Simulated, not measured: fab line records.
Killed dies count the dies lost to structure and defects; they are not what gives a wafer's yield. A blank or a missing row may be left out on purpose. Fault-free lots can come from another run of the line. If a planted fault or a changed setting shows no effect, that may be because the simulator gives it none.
What tool caused it? ; flow berkeley cmos170 ; at 1 step of a route of 331, 6 lots with 18 wafers sampled

## WHAT THE GAUGES READ, wafer by wafer
UCB170_PWELL_THK_MEAS_03.
lot;measured;on;PWELL_OXIDE_THK (nm)
L494;day 2 17:23;film metro-01;26.8 26.7 26.4
L496;day 3 06:18;film metro-04;26.3 25.9 26.6
L499;day 4 01:35;film metro-01;26.4 26.0 26.1
L501;day 4 11:07;film metro-01;27.2 27.3 26.8
L503;day 4 16:44;film metro-04;26.7 26.5 26.4
L509;day 5 19:54;film metro-02;26.2 26.3 26.9

## TOOL THAT RAN EACH LOT (tool first, then ch and the chambers of the sampled wafers, then the start)
The record shows no process step preceding these readings.

## THE ANSWER, worked out from the rows above alone
Rule: usual is defined by the lots themselves. The widest of any qualifying gaps counts: lots, ordered by their means at a reading, are off when they make up no more than a third of the lots, leave a main group of 4 or more, and stand apart from it by 3 or more times the standard deviation of that group's means. Not used: any main group whose means are identical at the precision the tables above print for the reading. A lot without any number at a reading at which 4 lots or more have one is off too. All remaining lots with rows at the step are treated as sound.
No lot is off on any of the readings shown, so nothing can be concluded from this.

## WHAT HAD BEEN PUT IN BY THE SIMULATOR
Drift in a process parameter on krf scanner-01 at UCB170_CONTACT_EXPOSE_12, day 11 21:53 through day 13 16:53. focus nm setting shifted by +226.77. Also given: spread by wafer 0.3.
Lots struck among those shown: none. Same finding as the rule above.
